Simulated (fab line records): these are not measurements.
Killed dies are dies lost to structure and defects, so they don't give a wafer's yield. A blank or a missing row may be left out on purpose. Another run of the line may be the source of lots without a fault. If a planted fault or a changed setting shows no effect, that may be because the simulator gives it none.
A lot that was struck, set against a sound lot | flow rit_cmos | 17 steps out of a route of 202
Sound: these wafers, L284.2, L284.3, L284.5. Struck: wafer L295.5. (L295.2, L295.3 of the same lot were not struck and are left out.) The cause comes at the end.
Per side, at each step with rows, come the tool, then ch with its chambers, and then its first start. Under that, the readings that differ: sound wafers | struck wafers | difference of the means | sigmas: that difference in standard deviations of wafers without a fault.
alike: words and numbers the same on both sides, and readings whose means are apart by under 2 such deviations; not compared: readings that were withheld, readings missing a value for some wafer, numbers with overlapping values and no deviation given by the record, and bounds like >300 which may hide the same value.
Wherever a step has rows on one side only, a row that says differs or no value, or a row with sigmas, the two part there. Numbers that don't overlap but have no deviation are shown without sigmas and don't part them. Lack of a reading on every wafer of one side parts them only where that side has two or more wafers.

RIT_M1_SPUTTER_00: material Al, target thk 400 nm, time 500 s.
  struck on pvd_sputter-01, day 7 08:16; sound on pvd_sputter-03, day 5 01:48
  alike: throttle_valve_pct
RIT_M1_RS_MEAS_01: measurement is done with a four-point probe.
  struck on film_metro-03, day 7 08:34; sound on film_metro-02, day 5 02:07
  alike: M1_AL_RS
RIT_M1_THK_MEAS_02: measures by xrf.
  struck on film_metro-03, day 7 08:41; sound on film_metro-02, day 5 02:14
  alike: M1_AL_THK
then, 6 steps without rows for these wafers: RIT_M1_HMDS_03 (prime time 60 s); RIT_M1_COAT_04 (resist thk 1300 nm); RIT_M1_SOFTBAKE_05 (time 60 s); RIT_M1_EXPOSE_06 (exposes mask M12, target cd 2600 nm); RIT_M1_PEB_07; RIT_M1_DEVELOP_08 (develop time 68 s).
RIT_M1_CD_MEAS_09: the cd target is 2600 nm.
  struck on cd_sem-01, day 7 09:38; sound on cd_sem-01, day 5 03:25
  alike: cd_nm
RIT_M1_OVL_MEAS_10:
  struck on overlay-01, day 7 09:44; sound on overlay-02, day 5 03:31
  alike: M1_OVL
then, 1 step without rows for these wafers: RIT_M1_HARDBAKE_11 (time 120 s).
RIT_M1_METAL_ETCH_12: etches Al in Cl2/BCl3, stops on SiO2, time 165 s, target depth 600 nm.
  sound on rie_metal-02 ch 1, day 5 03:48; struck on rie_metal-03 ch 1, day 7 10:11
  reading                                 | sound             | struck | difference | sigmas
  drypump_motor_current_A (A)             | 6.1 6.1 6.1       | 5.3    | -0.8       | -2
  rf_fwd_power_W (W)                      | 248.5 249.6 249.6 | 280.3  | +31.1      | +43
  model.NOVOLAK_of_M1_COAT_04.thk_nm (nm) | 804.8 809 810.6   | 772.8  | -35.3      |
  alike: mfc_cl2_sccm, oes_product_au, throttle_valve_pct
  not compared: rf_hours_counter_h
then, 1 step without rows for these wafers: RIT_M1_STRIP_13 (strips in nmp, time 600 s).
RIT_M1_STRIP_14: strips in O2, time 180 s.
  sound on plasma_asher-02 ch 0, day 5 04:08; struck on plasma_asher-02 ch 0, day 7 10:31
  alike: drypump_motor_current_A, o2_flow_sccm
  not compared: rf_hours_counter_h
RIT_M1_CD_MEAS_90: the cd target is 2600 nm.
  struck on cd_sem-01, day 7 11:00; sound on cd_sem-02, day 5 04:20
  reading    | sound                | struck | difference | sigmas
  cd_nm (nm) | 2600.5 2602.8 2600.8 | 2592.0 | -9.4       | -4
  not compared: hold
RIT_M1_PROBE_99:
  struck on prober-02, day 7 15:01; sound on prober-01, day 5 06:07
  reading               | sound       | struck | difference | sigmas
  killed_at_contacts    | 0 0 0       | 1      | +1         | +3
  sort_bin_6_memory (%) | 0.4 1.1 0.4 | 2.3    | +1.7       | +2
  alike: defect_limited_yield, killed_at_front_end, killed_dies, killed_open, killed_short, sort_bin_3_pad_short, sort_bin_5_function, sort_n_pass, sort_yield_pct

== WHERE THEY PART ==
Earliest at RIT_M1_METAL_ETCH_12; latest, in this record, at RIT_M1_PROBE_99.

WHY: what had been put in by the simulator
rie_metal-03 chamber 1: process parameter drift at RIT_M1_METAL_ETCH_12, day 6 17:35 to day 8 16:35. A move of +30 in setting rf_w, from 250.
